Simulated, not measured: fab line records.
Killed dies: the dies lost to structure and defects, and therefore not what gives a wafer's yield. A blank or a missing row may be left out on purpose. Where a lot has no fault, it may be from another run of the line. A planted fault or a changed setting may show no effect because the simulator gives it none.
A lot that was struck, set against a sound lot || flow rit-cmos || 17 steps out of a route of 202
Sound: these wafers, L261.2, L261.3, L261.5. Wafers struck: L272.1, L272.2, L272.6. At the end, the cause is stated.
Each step with rows lists, per side, the tool, then ch with its chambers, then its first start. Under that, the readings that differ: sound wafers || struck wafers || difference of the means || sigmas: that difference in standard deviations of wafers without a fault.
alike: a reading whose means differ by less than 2 such deviations, as well as words and numbers matching on both sides. not compared: withheld readings; readings where some wafer has no value; bounds like >300 that might hide an equal value; numbers whose values overlap and for which the record gives no deviation.
Wherever a step has rows on one side only, a row that says differs or no value, or a row with sigmas, the two part there. Numbers that have no deviation but don't overlap get no sigmas and don't part them. A reading missing from all wafers of one side parts the sides only when that side holds two or more wafers.

first, 4 steps without rows for these wafers: RIT_GATE_CLEAN_01 (cleans in SC1, time 600 s); RIT_GATE_CLEAN_02 (cleans in dHF, time 30 s); RIT_GATE_CLEAN_03 (cleans in SC2, time 600 s); RIT_GATE_CLEAN_04 (cleans in dHF, time 60 s).
RIT_FOX2_THK_MEAS_91:
  struck on film-metro-03, day 5 10:37; sound on film-metro-03, day 3 04:28
  alike: FIELD_OXIDE_LEFT_2_THK
then, 2 steps without rows for these wafers: RIT_GATE_OXIDATION_05 (target thk 3 nm, ox time 270 s); RIT_GATE_ANNEAL_06 (time 600 s).
RIT_GATE_THK_MEAS_07:
  struck on film-metro-03, day 5 12:23; sound on film-metro-03, day 3 09:05
  alike: GATE_OXIDE_THK
then, 1 step without rows for these wafers: RIT_GATE_CVD_08 (deposits poly-Si from SiH4, target thk 250 nm, time 2220 s).
RIT_GATE_THK_MEAS_09:
  struck on film-metro-04, day 5 15:39; sound on film-metro-03, day 3 10:46
  alike: GATE_POLY_THK
then, 2 steps without rows for these wafers: RIT_GATE_HMDS_10 (prime time 60 s); RIT_GATE_COAT_11 (resist thk 850 nm).
RIT_GATE_SOFTBAKE_12: time 60 s.
  sound on litho-track-01 ch 0, day 3 11:08; struck on litho-track-04 ch 0, day 5 16:01
{"reading": "heater-power-total-W (W)", "sound": "34.60 34.52 34.58", "struck": "35.57 35.59 35.62", "difference": "+1.03", "sigmas": "+22"}
{"reading": "plate-temp-C (C)", "sound": "89.90 89.81 90.10", "struck": "91.96 92.04 91.97", "difference": "+2.05", "sigmas": "+17"}
  not compared: model.NOVOLAK_of_GATE_COAT_11.thk-nm
then, 2 steps without rows for these wafers: RIT_GATE_EXPOSE_13 (exposes mask M6, target cd 150 nm); RIT_GATE_PEB_14.
RIT_GATE_DEVELOP_15: develop time 50 s.
  sound: litho-track-01 ch 0; struck: litho-track-04 ch 0
  not compared: model.NOVOLAK_of_GATE_COAT_11.thk-nm
RIT_GATE_CD_MEAS_16: the cd target is 150 nm.
  struck on cd-sem-02, day 5 16:34; sound on cd-sem-02, day 3 11:41
  alike: cd-nm

== WHERE THEY PART ==
Only at RIT_GATE_SOFTBAKE_12, within this record. Later steps at which nothing parts them and some readings are alike: RIT_GATE_CD_MEAS_16.

WHY: whatever the simulator had introduced
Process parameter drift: litho-track-04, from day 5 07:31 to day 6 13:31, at RIT_GATE_SOFTBAKE_12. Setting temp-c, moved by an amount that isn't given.
